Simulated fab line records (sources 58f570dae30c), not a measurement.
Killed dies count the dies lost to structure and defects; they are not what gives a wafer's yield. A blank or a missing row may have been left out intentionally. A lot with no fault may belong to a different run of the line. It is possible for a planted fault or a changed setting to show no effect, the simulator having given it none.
Struck lot and sound lot, side by side ; flow berkeleyCmos170 ; 14 out of 331 route steps
Sound: the wafers L576.1, L576.2, L576.5. Wafers L564.2, L564.3, L564.4 were the ones struck. The cause is given at the end.
Order at every step that has rows: each side's tool, ch and its chambers, its first start. Under that, the readings that differ: sound wafers ; struck wafers ; difference of the means ; sigmas: that difference in standard deviations of wafers without a fault.
alike: a reading whose means differ by less than 2 such deviations, as well as words and numbers matching on both sides. not compared: withheld readings; readings where some wafer has no value; bounds like >300 that might hide an equal value; numbers whose values overlap and for which the record gives no deviation.
The two part at a step that has a row with sigmas, a row that says differs or no value, or rows on one side only. Numbers that have no deviation but don't overlap get no sigmas and don't part them. A reading that every wafer of one side lacks parts them only if that side has two wafers or more.

UCB170_CONTACT_OVL_MEAS_16:
  sound on overlay-01, day 12 08:19; struck on overlay-02, day 9 23:48
  alike: CONTACT_OVL
UCB170_CONTACT_ETCH_17: etches BARC in N2/H2.
  sound on rieDiel-02 ch 0,2,3, day 12 08:22; struck on rieDiel-03 ch 0,2,3, day 9 23:50
  alike: drypumpMotorCurrentA, oesProductAu, rfFwdPowerW, throttleValvePct
UCB170_CONTACT_ETCH_18: etches PSG in CHF3/CF4/Ar, stops on TiSi2, target depth 840 nm, time 195 s.
  sound on rieDiel-02 ch 0,2,3; struck on rieDiel-03 ch 0,2,3
  alike: drypumpMotorCurrentA, mfcArSccm, oesProductAu, rfFwdPowerW, throttleValvePct
  not compared: rfHoursCounterH
UCB170_CONTACT_STRIP_19: strips in O2.
  sound on plasmaAsher-04 ch 0,1, day 12 08:32; struck on plasmaAsher-04 ch 0,1, day 10 00:00
  alike: drypumpMotorCurrentA, oesProductAu
  not compared: rfHoursCounterH
UCB170_CONTACT_CD_MEAS_90: the cd target is 700 nm.
  sound on cdSem-01, day 12 08:38; struck on cdSem-01, day 10 00:07
  alike: cdNm
then, 1 step without rows for these wafers: UCB170_CONTACT_CLEAN_20 (cleans in SPM, time 600 s).
UCB170_M1_SPUTTER_00: material Al, target thk 600 nm, time 80 s.
  sound on pvdSputter-01, day 12 09:01; struck on pvdSputter-03, day 10 00:23
  alike: throttleValvePct
UCB170_M1_RS_MEAS_01: measurement is done with a four-point probe.
  sound on filmMetro-03, day 12 09:04; struck on filmMetro-04, day 10 00:29
  alike: M1_AL_RS
UCB170_M1_THK_MEAS_02: measures by xrf.
  sound on filmMetro-03, day 12 09:11; struck on filmMetro-04, day 10 00:35
  alike: M1_AL_THK
then, 3 steps without rows for these wafers: UCB170_M1_COAT_03; UCB170_M1_COAT_04 (resist thk 900 nm); UCB170_M1_SOFTBAKE_05 (time 60 s).
UCB170_M1_EXPOSE_06: exposes mask METAL1, target cd 700 nm.
  struck on krfScanner-02, day 10 01:24; sound on krfScanner-02 ch 0, day 12 09:58
  no value came back on the struck wafers for exposureDoseMJCm2, focusOffsetNm (nm); on the sound wafers exposureDoseMJCm2 reads 21.006 20.978 21.013
  alike: mask
then, 1 step without rows for these wafers: UCB170_M1_PEB_07.

## WHERE THEY PART
UCB170_M1_EXPOSE_06 only, going by this record.

WHY: whatever the simulator had introduced
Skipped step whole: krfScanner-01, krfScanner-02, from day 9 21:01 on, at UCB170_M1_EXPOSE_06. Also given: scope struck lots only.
